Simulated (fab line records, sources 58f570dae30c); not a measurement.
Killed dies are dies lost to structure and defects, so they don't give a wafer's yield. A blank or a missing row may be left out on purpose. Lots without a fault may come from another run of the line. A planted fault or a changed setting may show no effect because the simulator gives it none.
Which tool did it? | flow berkeley_cmos170 | 6 lots, 18 wafers sampled, at 2 steps of a route of 331

WHAT THE GAUGES READ, wafer by wafer
UCB170_PWELL_THK_MEAS_03.
lot  | measured    | on            | PWELL_OXIDE_THK (nm)
L367 | day 3 06:38 | film_metro-02 | 25.8 25.7 25.8
L373 | day 4 15:20 | film_metro-02 | 26.5 26.5 26.4
L377 | day 5 10:23 | film_metro-04 | 26.6 26.5 26.8
L379 | day 5 18:40 | film_metro-02 | 25.8 25.8 25.9
L383 | day 6 16:31 | film_metro-04 | 26.0 25.5 25.8
L386 | day 7 11:56 | film_metro-04 | 26.6 26.8 26.5

WHICH TOOL RAN EACH LOT (tool, then ch and the chambers of the sampled wafers, then the start)
lot  | UCB170_NWELL_STRIP_15
L367 | plasma_asher-03 ch 0,1, day 2 22:05
L373 | plasma_asher-01 ch 0,1, day 4 05:45
L377 | plasma_asher-03 ch 0,1, day 4 23:46
L379 | plasma_asher-01 ch 0,1, day 5 08:37
L383 | plasma_asher-02 ch 0,1, day 6 06:28
L386 | plasma_asher-03 ch 0,1, day 7 02:31
- UCB170_NWELL_STRIP_15: strips in O2.

THE ANSWER, worked out from the rows above alone
Rule: what is usual is taken from the lots themselves. Put in order of their means at a reading, lots are off if they are a third of the lots or fewer, leave a main group of 4 or more, and stand apart from it by a gap of 3 or more times the standard deviation of the main group's means; of several such gaps the widest counts. A main group whose means are all the same, to the digits that the tables above print for the reading, isn't used. A lot without any number at a reading at which 4 lots or more have one is off too. The other lots that the step has rows for count as sound.
No lot is off at any reading shown: from this, nothing can be told.

WHAT THE SIMULATOR HAD PUT IN
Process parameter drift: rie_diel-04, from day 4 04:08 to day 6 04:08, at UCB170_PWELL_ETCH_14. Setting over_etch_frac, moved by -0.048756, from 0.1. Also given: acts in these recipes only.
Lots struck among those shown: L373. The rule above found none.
